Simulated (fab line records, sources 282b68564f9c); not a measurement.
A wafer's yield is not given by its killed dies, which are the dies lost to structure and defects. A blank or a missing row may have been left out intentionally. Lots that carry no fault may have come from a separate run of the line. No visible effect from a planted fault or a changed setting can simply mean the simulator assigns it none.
fab line records	flow ritCmos
[record] lots = 14	wafers = 42	lastDay = 7
route steps=202 shown ACTIVE@2 M1@202
lots that met no fault: from a run of the same line without faults
startH: hours from the record's opening day to when the first of the lot's shown wafers began	waitH: how many hours have passed since the lot's step before this one	" as in the row above	L1.1+2: a row that stands for several wafers	- no value present, or no start provided	* or withheld: withheld	< > ~ a bound
route shown NAME@n: NAME is a module with steps in the file, n the number in the route of the first one	usual: mean/standard deviation taken from wafers without a fault	same: alike in all rows	chamber/n: place in a boat	sites: each site's reading	_std_site: how widely they spread, as a standard deviation	_edge_site: the outer-site mean with the inner-site mean subtracted	radiusMm: how far each site lies from the wafer's centre	mask NAME#n: copy n	behind: tool/chamber where the wafer was last shaped	hold: why the lot was held/for how many hours/how that ended	device: which transistor (n, p or np) failed to switch	end of line: tests run on the same wafers once the route is complete	a step with no rows: only its recipe	killed: not the wafer's yield, but the dies lost to structure and defects at the first sort	map: the dies of a wafer, with x for killed, . for not killed, _ for no die there
set.NAME: setting as actually run; set.NAME@STEP: the setting as run at that earlier step	model.NAME: the simulator's own value behind a step, which no gauge read
the route's steps for a sample of lots (tables are steps, rows are wafers)
services: a tool's chamber out of use, with start hour (startH, from the record's first day; less than 0 if before it), hours out, and reason
[[steps]]
[step RIT_ACTIVE_OXIDATION_01]
[recipe] tempC = 1000	ambient = O2	targetThkA = 468	oxTimeS = 3360
[usual] spikeTcCentreC = 1001.7/1.2	spikeTcLoadC = 1027/4.9	spikeTcSourceC = 1023.0/2.2	tubeCenterTempC = 999.99/0.1	tube_center_temp_C_max = 1002.5/0.42
lot.wafer	tool	chamber	startH	waitH	spikeTcCentreC	spikeTcLoadC	spikeTcSourceC	tubeCenterTempC	tube_center_temp_C_max
L690.3	furnace-02	0	10.94	0.9	1003.0	1025	1020.4	1000	1002.2
L690.4	"	0	"	"	1002.3	1027	1020.2	999.93	1002.3
L690.5	"	0	"	"	1003.1	1028	1019.9	999.88	1003.0
L691.2	furnace-01	0	16.48	1.4	1001.2	1022	1022.1	1000	1002.4
L691.4	"	0	"	"	1001.4	1020	1023.3	1000	1002.5
L691.6	"	0	"	"	1004.1	1021	1022.5	999.9	1002.5
L692.1	furnace-04	0	20.12	0.1	1000.1	1031	1024.0	1000	1003.0
L692.2	"	0	"	"	1002.0	1034	1024.7	999.97	1002.0
L692.4	"	0	"	"	1001.7	1031	1026.5	999.84	1003.7
L693.3	furnace-02	0	25.12	0.1	1001.8	1026	1021.6	999.94	1002.6
L693.4	"	0	"	"	1003.4	1026	1020.1	999.9	1002.8
L693.5	"	0	"	"	1001.4	1026	1021.6	1000	1002.9
L695.4	furnace-02	0	36.57	1.5	1002.3	1028	1020.2	999.99	1002.5
L695.5	"	0	"	"	1001.8	1026	1020.8	999.83	1002.6
L695.6	"	0	"	"	1003.7	1027	1019.4	999.98	1002.2
L702.2	furnace-04	0	70.12	0.1	959.6	992	983.3	960.04	962.5
L702.3	"	0	"	"	960.6	990	984.6	959.92	962.1
L702.6	"	0	"	"	960.7	992	985.3	959.89	962.0
L703.1	furnace-04	0	75.12	0.1	962.5	990	983.2	959.98	961.7
L703.3	"	0	"	"	961.8	992	985.8	960.01	962.0
L703.6	"	0	"	"	961.0	993	986.6	959.97	962.6
L704.2	furnace-02	0	81.10	1.1	1003.9	1026	1020.2	1000	1002.4
L704.4	"	0	"	"	1002.8	1027	1019.7	999.96	1002.2
L704.5	"	0	"	"	1003.9	1026	1018.9	1000	1002.3
L707.1	furnace-01	0	95.12	0.1	1001.8	1020	1023.9	999.92	1002.1
L707.3	"	0	"	"	1002.1	1022	1023.9	1000	1003.0
L707.6	"	0	"	"	1001.6	1022	1023.1	999.98	1002.9
L708.1	furnace-02	0	100.12	0.1	1002.0	1025	1020.5	999.91	1002.2
L708.3	"	0	"	"	1003.0	1026	1022.0	1000.1	1003.2
L708.5	"	0	"	"	1003.0	1026	1019.2	1000	1002.1
L709.2	furnace-02	0	105.12	0.1	1002.3	1028	1020.0	999.85	1003.2
L709.3	"	0	"	"	1001.5	1024	1021.2	1000.1	1002.9
L709.4	"	0	"	"	1002.3	1025	1021.4	999.76	1001.9
L710.1	furnace-01	0	110.12	0.1	1002.8	1021	1022.4	1000.1	1002.6
L710.2	"	0	"	"	1002.0	1022	1022.7	1000.2	1002.7
L710.5	"	0	"	"	1002.3	1020	1021.8	999.83	1002.7
L711.1	furnace-01	0	115.12	0.1	1000.8	1020	1019.6	1000.1	1003.0
L711.4	"	0	"	"	1001.4	1020	1024.2	1000.1	1002.4
L711.6	"	0	"	"	1003.1	1020	1021.6	1000.1	1002.3
L713.1	furnace-01	0	125.12	0.1	1001.9	1021	1022.2	999.97	1002.1
L713.2	"	0	"	"	1002.1	1020	1021.0	1000	1002.6
L713.5	"	0	"	"	1001.4	1021	1021.2	1000.1	1003.0
[step RIT_ACTIVE_THK_MEAS_02]
[recipe] reads = SiO2_of_ACTIVE_OXIDATION_01
[usual] ACTIVE_OXIDE_THK = 47.2/0.84
lot.wafer	tool	chamber	startH	waitH	ACTIVE_OXIDE_THK[nm]
L690.3	filmMetro-02	-	12.89	0.0	47.0
L690.4	"	-	"	"	46.5
L690.5	"	-	"	"	48.0
L691.2	filmMetro-04	-	18.42	0.0	47.1
L691.4	"	-	"	"	47.4
L691.6	"	-	"	"	47.4
L692.1	filmMetro-03	-	22.05	0.0	46.3
L692.2	"	-	"	"	45.9
L692.4	"	-	"	"	46.7
L693.3	filmMetro-03	-	27.07	0.0	48.4
L693.4	"	-	"	"	47.6
L693.5	"	-	"	"	48.4
L695.4	filmMetro-03	-	38.53	0.0	48.1
L695.5	"	-	"	"	48.2
L695.6	"	-	"	"	47.8
L702.2	filmMetro-04	-	72.06	0.0	33.6
L702.3	"	-	"	"	33.3
L702.6	"	-	"	"	33.8
L703.1	filmMetro-04	-	77.05	0.0	34.4
L703.3	"	-	"	"	33.1
L703.6	"	-	"	"	33.7
L704.2	filmMetro-04	-	83.04	0.0	44.7
L704.4	"	-	"	"	45.8
L704.5	"	-	"	"	45.9
L707.1	filmMetro-04	-	97.05	0.0	47.8
L707.3	"	-	"	"	48.0
L707.6	"	-	"	"	47.6
L708.1	filmMetro-04	-	102.05	0.0	46.6
L708.3	"	-	"	"	46.4
L708.5	"	-	"	"	47.2
L709.2	filmMetro-04	-	107.06	0.0	46.7
L709.3	"	-	"	"	46.4
L709.4	"	-	"	"	47.2
L710.1	filmMetro-04	-	112.05	0.0	46.6
L710.2	"	-	"	"	46.2
L710.5	"	-	"	"	46.6
L711.1	filmMetro-03	-	117.05	0.0	48.5
L711.4	"	-	"	"	48.0
L711.6	"	-	"	"	46.8
L713.1	filmMetro-02	-	127.05	0.0	45.8
L713.2	"	-	"	"	45.7
L713.5	"	-	"	"	46.0
[step RIT_M1_PROBE_99]
[usual] killed_at_M0_to_M3 = 0.0/0.083	killedAtContacts = 0.1/0.24	killedAtFrontEnd = 7.1/2.8	killedDies = 7.2/2.8	killedOnRim = 1.8/1.4	killedOpen = 3.6/2.1	killedShort = 3.6/1.9
[same] grossDies = 264	killed_at_M4_up = 0	killedAtBackSide = 0	killedAtOther = 0
lot.wafer	tool	chamber	startH	waitH	killed_at_M0_to_M3	killedAtContacts	killedAtFrontEnd	killedDies	killedOnRim	killedOpen	killedShort
L690.3	prober-01	-	62.80	0.2	0	0	6	6	1	3	3
L690.4	prober-01	-	62.85	0.2	0	0	11	11	5	3	8
L690.5	prober-01	-	62.90	0.2	0	0	6	6	1	4	2
L691.2	prober-02	-	65.49	0.1	0	0	7	7	2	4	3
L691.4	prober-02	-	65.59	0.2	0	0	10	10	2	5	5
L691.6	prober-02	-	65.69	0.2	0	0	9	9	3	2	7
L692.1	prober-01	-	72.85	0.1	0	0	12	12	1	5	7
L692.2	prober-01	-	72.90	0.1	0	0	10	10	2	6	4
L692.4	prober-01	-	73.00	0.2	0	0	7	7	2	2	5
L693.3	prober-02	-	74.70	0.2	0	0	5	5	0	2	3
L693.4	prober-02	-	74.75	0.2	0	1	6	7	1	3	4
L693.5	prober-02	-	74.80	0.2	0	0	8	8	2	6	2
L695.4	prober-02	-	83.31	0.2	0	0	11	11	3	9	2
L695.5	prober-02	-	83.36	0.2	0	1	2	3	0	2	1
L695.6	prober-02	-	83.41	0.2	0	0	3	3	0	3	0
L702.2	prober-02	-	116.32	0.1	0	0	4	4	0	0	4
L702.3	prober-02	-	116.37	0.2	0	0	6	6	1	5	1
L702.6	prober-02	-	116.52	0.2	0	0	4	4	1	2	2
L703.1	prober-01	-	121.32	0.1	0	1	12	13	1	5	8
L703.3	prober-01	-	121.42	0.2	0	0	8	8	4	4	4
L703.6	prober-01	-	121.57	0.2	0	0	8	8	0	3	5
L704.2	prober-02	-	127.86	0.1	0	0	14	14	5	7	7
L704.4	prober-02	-	127.96	0.2	0	0	9	9	2	3	6
L704.5	prober-02	-	128.01	0.2	0	0	12	12	2	7	5
L707.1	prober-01	-	142.20	0.1	0	0	7	7	2	4	3
L707.3	prober-01	-	142.30	0.2	0	0	10	10	1	6	4
L707.6	prober-01	-	142.45	0.2	0	0	10	10	2	4	6
L708.1	prober-02	-	146.75	0.1	0	0	10	10	7	5	5
L708.3	prober-02	-	146.85	0.2	0	1	12	13	6	7	6
L708.5	prober-02	-	146.95	0.2	0	0	7	7	0	3	4
L709.2	prober-01	-	153.07	0.1	0	0	5	5	2	3	2
L709.3	prober-01	-	153.12	0.2	0	0	9	9	5	4	5
L709.4	prober-01	-	153.17	0.2	0	0	7	7	3	2	5
L710.1	prober-02	-	157.55	0.1	0	0	9	9	3	2	7
L710.2	prober-02	-	157.60	0.1	0	0	7	7	0	2	5
L710.5	prober-02	-	157.75	0.2	0	0	5	5	2	1	4
L711.1	prober-01	-	161.88	0.1	0	0	10	10	2	6	4
L711.4	prober-01	-	162.03	0.2	0	0	5	5	0	0	5
L711.6	prober-01	-	162.13	0.2	0	0	8	8	2	2	6
L713.1	prober-02	-	178.67	0.1	1	0	5	6	1	2	4
L713.2	prober-02	-	178.72	0.1	0	0	8	8	3	6	2
L713.5	prober-02	-	178.87	0.2	0	1	7	8	1	5	3
// killed by level:class
L690.3 SILICIDE:geometricParticle:open=2 FOX2:geometricParticle:short=1 GATE:geometricParticle:open=1 GATE:geometricParticle:short=1 REOX:geometricParticle:short=1
L690.4 GATE:geometricParticle:short=7 FOX1:geometricParticle:short=1 FOX1:geometricParticle:open=1 REOX:geometricParticle:open=1 SPACER:geometricParticle:open=1
L690.5 GATE:geometricParticle:open=3 SPACER:geometricParticle:short=2 FOX2:geometricParticle:open=1
L691.2 GATE:geometricParticle:open=2 REOX:geometricParticle:short=2 FOX1:geometricParticle:open=1 GATE:geometricParticle:short=1 REOX:geometricParticle:open=1
L691.4 GATE:geometricParticle:short=2 GATE:geometricParticle:open=2 FOX2:geometricParticle:short=1 FOX2:geometricParticle:open=1 REOX:geometricParticle:open=1 REOX:geometricParticle:short=1 SILICIDE:geometricParticle:open=1 SILICIDE:geometricParticle:short=1
L691.6 FOX1:geometricParticle:short=3 GATE:geometricParticle:open=2 GATE:geometricParticle:short=2 REOX:geometricParticle:short=2
L692.1 FOX1:geometricParticle:open=2 REOX:geometricParticle:short=2 SPACER:geometricParticle:short=2 SPACER:geometricParticle:open=2 FOX1:geometricParticle:short=1 FOX2:geometricParticle:short=1 GATE:geometricParticle:short=1 REOX:geometricParticle:open=1
L692.2 GATE:geometricParticle:open=3 REOX:geometricParticle:open=2 REOX:geometricParticle:short=2 FOX1:geometricParticle:short=1 SPACER:geometricParticle:open=1 SPACER:geometricParticle:short=1
L692.4 GATE:geometricParticle:short=3 FOX1:geometricParticle:short=1 REOX:geometricParticle:short=1 SPACER:geometricParticle:open=1 SILICIDE:geometricParticle:open=1
L693.3 FOX1:geometricParticle:short=2 SILICIDE:geometricParticle:open=2 SILICIDE:geometricParticle:short=1
L693.4 SPACER:geometricParticle:open=2 FOX1:geometricParticle:short=1 FOX1:geometricParticle:open=1 REOX:geometricParticle:short=1 SILICIDE:geometricParticle:short=1 CONTACT:geometricParticle:short=1
L693.5 SILICIDE:geometricParticle:open=3 GATE:geometricParticle:open=2 GATE:geometricParticle:short=1 REOX:geometricParticle:short=1 SPACER:geometricParticle:open=1
L695.4 GATE:geometricParticle:open=5 REOX:geometricParticle:open=2 FOX1:geometricParticle:open=1 GATE:geometricParticle:short=1 REOX:geometricParticle:short=1 SPACER:geometricParticle:open=1
L695.5 FOX2:geometricParticle:short=1 GATE:geometricParticle:open=1 CONTACT:geometricParticle:open=1
L695.6 REOX:geometricParticle:open=2 SILICIDE:geometricParticle:open=1
L702.2 GATE:geometricParticle:short=2 SPACER:geometricParticle:short=1 SILICIDE:geometricParticle:short=1
L702.3 GATE:geometricParticle:open=2 SILICIDE:geometricParticle:open=2 FOX2:geometricParticle:open=1 SILICIDE:geometricParticle:short=1
L702.6 FOX1:geometricParticle:open=1 FOX2:geometricParticle:open=1 GATE:geometricParticle:short=1 SILICIDE:geometricParticle:short=1
L703.1 GATE:geometricParticle:short=6 GATE:geometricParticle:open=2 FOX1:geometricParticle:short=1 FOX1:geometricParticle:open=1 SPACER:geometricParticle:short=1 SPACER:geometricParticle:open=1 CONTACT:geometricParticle:open=1
L703.3 FOX1:geometricParticle:short=2 REOX:geometricParticle:open=2 FOX1:geometricParticle:open=1 GATE:geometricParticle:short=1 GATE:geometricParticle:open=1 SPACER:geometricParticle:short=1
L703.6 GATE:geometricParticle:short=3 FOX1:geometricParticle:short=2 REOX:geometricParticle:open=2 GATE:geometricParticle:open=1
L704.2 FOX1:geometricParticle:open=3 FOX1:geometricParticle:short=3 REOX:geometricParticle:short=3 SILICIDE:geometricParticle:open=2 FOX2:geometricParticle:open=1 REOX:geometricParticle:open=1 SILICIDE:geometricParticle:short=1
L704.4 FOX1:geometricParticle:short=2 GATE:geometricParticle:short=2 FOX2:geometricParticle:open=1 REOX:geometricParticle:open=1 REOX:geometricParticle:short=1 SPACER:geometricParticle:short=1 SILICIDE:geometricParticle:open=1
L704.5 GATE:geometricParticle:open=4 GATE:geometricParticle:short=4 FOX1:geometricParticle:open=2 REOX:geometricParticle:short=1 SILICIDE:geometricParticle:open=1
L707.1 FOX2:geometricParticle:short=2 SPACER:geometricParticle:open=2 FOX2:geometricParticle:open=1 GATE:geometricParticle:open=1 REOX:geometricParticle:short=1
L707.3 FOX1:geometricParticle:open=2 FOX2:geometricParticle:open=2 GATE:geometricParticle:open=2 GATE:geometricParticle:short=2 FOX1:geometricParticle:short=1 FOX2:geometricParticle:short=1
L707.6 FOX1:geometricParticle:open=2 SPACER:geometricParticle:short=2 ACTIVE:geometricParticle:short=1 FOX1:geometricParticle:short=1 GATE:geometricParticle:short=1 REOX:geometricParticle:open=1 SILICIDE:geometricParticle:short=1 SILICIDE:geometricParticle:open=1
L708.1 GATE:geometricParticle:short=4 GATE:geometricParticle:open=3 FOX1:geometricParticle:open=1 SILICIDE:geometricParticle:short=1 REOX:geometricParticle:open=1
L708.3 GATE:geometricParticle:short=3 GATE:geometricParticle:open=2 SILICIDE:geometricParticle:open=2 FOX1:geometricParticle:open=1 FOX2:geometricParticle:open=1 REOX:geometricParticle:short=1 REOX:geometricParticle:open=1 SILICIDE:geometricParticle:short=1
L708.5 FOX1:geometricParticle:short=1 FOX2:geometricParticle:short=1 GATE:geometricParticle:open=1 GATE:geometricParticle:short=1 REOX:geometricParticle:open=1 SILICIDE:geometricParticle:short=1 SILICIDE:geometricParticle:open=1
L709.2 REOX:geometricParticle:open=3 FOX1:geometricParticle:short=2
L709.3 FOX1:geometricParticle:open=2 FOX2:geometricParticle:short=2 SILICIDE:geometricParticle:short=2 GATE:geometricParticle:open=1 REOX:geometricParticle:open=1 SPACER:geometricParticle:short=1
L709.4 FOX1:geometricParticle:short=2 GATE:geometricParticle:short=2 FOX1:geometricParticle:open=1 SPACER:geometricParticle:short=1 SPACER:geometricParticle:open=1
L710.1 FOX2:geometricParticle:short=3 GATE:geometricParticle:short=3 FOX1:geometricParticle:open=1 FOX2:geometricParticle:open=1 SPACER:geometricParticle:short=1
L710.2 GATE:geometricParticle:short=4 FOX2:geometricParticle:short=1 GATE:geometricParticle:open=1 SPACER:geometricParticle:open=1
L710.5 FOX2:geometricParticle:short=2 FOX1:geometricParticle:open=1 FOX1:geometricParticle:short=1 SPACER:geometricParticle:short=1
L711.1 GATE:geometricParticle:open=4 GATE:geometricParticle:short=2 FOX1:geometricParticle:open=1 FOX2:geometricParticle:open=1 SPACER:geometricParticle:short=1 SILICIDE:geometricParticle:short=1
L711.4 GATE:geometricParticle:short=2 FOX1:geometricParticle:short=1 SPACER:geometricParticle:short=1 SILICIDE:geometricParticle:short=1
L711.6 GATE:geometricParticle:short=2 GATE:geometricParticle:open=2 SPACER:geometricParticle:short=2 SILICIDE:geometricParticle:short=2
L713.1 GATE:geometricParticle:short=3 REOX:geometricParticle:open=2 M1:geometricParticle:short=1
L713.2 GATE:geometricParticle:open=3 GATE:geometricParticle:short=2 SPACER:geometricParticle:open=2 REOX:geometricParticle:open=1
L713.5 SILICIDE:geometricParticle:open=2 GATE:geometricParticle:open=1 REOX:geometricParticle:short=1 REOX:geometricParticle:open=1 SPACER:geometricParticle:open=1 SPACER:geometricParticle:short=1 CONTACT:geometricParticle:short=1
[[services]]
tool	chamber	startH	hours	kind
furnace-04	-	0.48	4.3	pm
furnace-01	-	10.44	3.5	pm
furnace-02	-	12.87	2.9	pm
furnace-01	-	23.50	4.1	pm
furnace-01	-	32.05	13.9	pm
[[key]]
[firstSign] step = RIT_ACTIVE_OXIDATION_01	reading = tubeCenterTempC	direction = down	sigmas = 99+	usual = *	struck = *
[effect] step = RIT_ACTIVE_OXIDATION_01	reading = tube_center_temp_C_max	direction = down	sigmas = 97	usual = *	struck = *
[effect] step = RIT_ACTIVE_THK_MEAS_02	reading = ACTIVE_OXIDE_THK	direction = down	sigmas = 16	usual = 47.2	struck = 33.6
metAt RIT_ACTIVE_OXIDATION_01
struckLots L702,L703
testerLeftOut L702,L703
onsetBetween 20.12 70.12
[fault] kind = processParameterDrift	tool = furnace-04	chamber = -	onsetH = 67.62	steps = RIT_ACTIVE_OXIDATION_01	channel = tempC	offset = *	shape = step	endH = 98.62	actsIn = *	stated = *
// testerLeftOut: of these lots the tester's yield and bins aren't shown, on N5 and GAA mostly nor the transistor test; their killed dies are dies lost to structure and defects alone, not to doping, threshold or leakage, so they don't give the yield
